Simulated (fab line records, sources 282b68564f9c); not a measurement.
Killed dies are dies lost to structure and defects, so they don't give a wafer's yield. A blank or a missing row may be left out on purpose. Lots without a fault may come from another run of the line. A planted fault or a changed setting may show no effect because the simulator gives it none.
Split-lot experiment | flow rit_cmos | 5 lots, 23 wafers read, on a route of 202 steps

THE SPLIT
At RIT_GATE_COAT_11 (resist thk 850 nm), the setting spin_rpm was moved away from the recipe's 4250 rpm on 8 of the 23 wafers read, by +5.2% to +6.8%. The other wafers ran this setting at the recipe's value.

FROM THE SPLIT TO THE READING: what the file shows between them, 2 steps
- RIT_GATE_SOFTBAKE_12: time 60 s
- RIT_GATE_EXPOSE_13: exposes mask M6, target cd 150 nm

THE READING
NOVOLAK_of_GATE_COAT_11.thk_nm (the simulator's own value, which no gauge read), in nm, at RIT_GATE_HARDBAKE_18 (time 60 s). The file gives no usual value for it. The 15 wafers here that ran the recipe average 753.2 nm, standard deviation 1.4 nm.

wafer  | tool, chamber at the split | spin_rpm as run, rpm | against the recipe | NOVOLAK_of_GATE_COAT_11.thk_nm, nm | against lot-mates on the recipe
L074.1 | litho_track-04, 0          | 4250                 | recipe             | 754.4                              | -
L074.2 | litho_track-04, 0          | 4250                 | recipe             | 754.6                              | -
L074.4 | litho_track-04, 0          | 4250                 | recipe             | 756.4                              | -
L076.1 | litho_track-01, 0          | 4497                 | +5.8%              | 733                                | -21.0
L076.2 | litho_track-01, 0          | 4497                 | +5.8%              | 730.8                              | -23.2
L076.4 | litho_track-01, 0          | 4250                 | recipe             | 753.5                              | -
L076.5 | litho_track-01, 0          | 4250                 | recipe             | 754.5                              | -
L076.6 | litho_track-01, 0          | 4497                 | +5.8%              | 731.7                              | -22.3
L078.1 | litho_track-01, 0          | 4250                 | recipe             | 751.4                              | -
L078.2 | litho_track-01, 0          | 4540                 | +6.8%              | 727.2                              | -25.3
L078.3 | litho_track-01, 0          | 4250                 | recipe             | 752.2                              | -
L078.4 | litho_track-01, 0          | 4540                 | +6.8%              | 726.5                              | -26.0
L078.5 | litho_track-01, 0          | 4250                 | recipe             | 753.8                              | -
L084.1 | litho_track-01, 0          | 4250                 | recipe             | 753.2                              | -
L084.2 | litho_track-01, 0          | 4250                 | recipe             | 753.7                              | -
L084.4 | litho_track-01, 0          | 4250                 | recipe             | 752                                | -
L084.5 | litho_track-01, 0          | 4250                 | recipe             | 752.3                              | -
L084.6 | litho_track-01, 0          | 4250                 | recipe             | 752.6                              | -
L085.1 | litho_track-01, 0          | 4469                 | +5.2%              | 732.6                              | -18.8
L085.2 | litho_track-01, 0          | 4250                 | recipe             | 751.3                              | -
L085.3 | litho_track-01, 0          | 4469                 | +5.2%              | 733.8                              | -17.6
L085.5 | litho_track-01, 0          | 4250                 | recipe             | 751.5                              | -
L085.6 | litho_track-01, 0          | 4469                 | +5.2%              | 733                                | -18.4

THE FIT
A straight line over all 23 wafers: NOVOLAK_of_GATE_COAT_11.thk_nm changes by -3.8 nm for each +1% of spin_rpm; r = -0.99; the points scatter about the line by 1.3 nm.
The same after taking each lot's own level away (the mean of its wafers on the recipe; 23 wafers): -3.72 nm for each +1%; r = -1.00; scatter 0.84 nm.
On that fit, the largest move of spin_rpm shifts the reading by 25 nm.
The lots' own levels span 751.40 to 755.13 nm, that is 2.7 times the standard deviation above.
So the lot-to-lot level changes the slope little: the two slopes agree.
Check: with one of the wafers moved furthest among these (+6.8%) left out of the fit, the line predicts -25.4 nm for it against its lot-mates. It came out at -25.3 nm against them.

OTHER SPLITS ON THESE WAFERS
These wafers also went through other splits before the reading. Each is held against what the fit with the lots' levels taken away leaves over:
other split on the same wafers  | wafers away from the commonest value | r with NOVOLAK_of_GATE_COAT_11.thk_nm (lot level and that fit taken away)
RIT_ACTIVE_CVD_03 temp_c        | 10                                   | -0.15
RIT_ACTIVE_HMDS_05 prime_time_s | 5                                    | +0.21
RIT_NWELL_IMPLANT_08 dose_cm2   | 9                                    | +0.35
RIT_PWELL_COAT_01 spin_rpm      | 10                                   | -0.21
RIT_PWELL_IMPLANT_08 energy_kev | 7                                    | -0.28
RIT_NRETRO_SOFTBAKE_02 temp_c   | 10                                   | +0.04

THE WHOLE CHAIN: every reading that the file lists as answering this split, in the file's order
step                 | what it does      | reading                                                                         | change (the file's fit)              | r (the file's)
RIT_GATE_COAT_11     | resist thk 850 nm | NOVOLAK_of_GATE_COAT_11.thk_nm (the simulator's own value, which no gauge read) | -4.25 nm for each +1% of the setting | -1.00
RIT_GATE_HARDBAKE_18 | time 60 s         | NOVOLAK_of_GATE_COAT_11.thk_nm (the simulator's own value, which no gauge read) | -3.72 nm for each +1% of the setting | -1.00

THE FILE'S OWN FIT
NOVOLAK_of_GATE_COAT_11.thk_nm changes by -3.72 nm for each +1% of spin_rpm, r = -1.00.
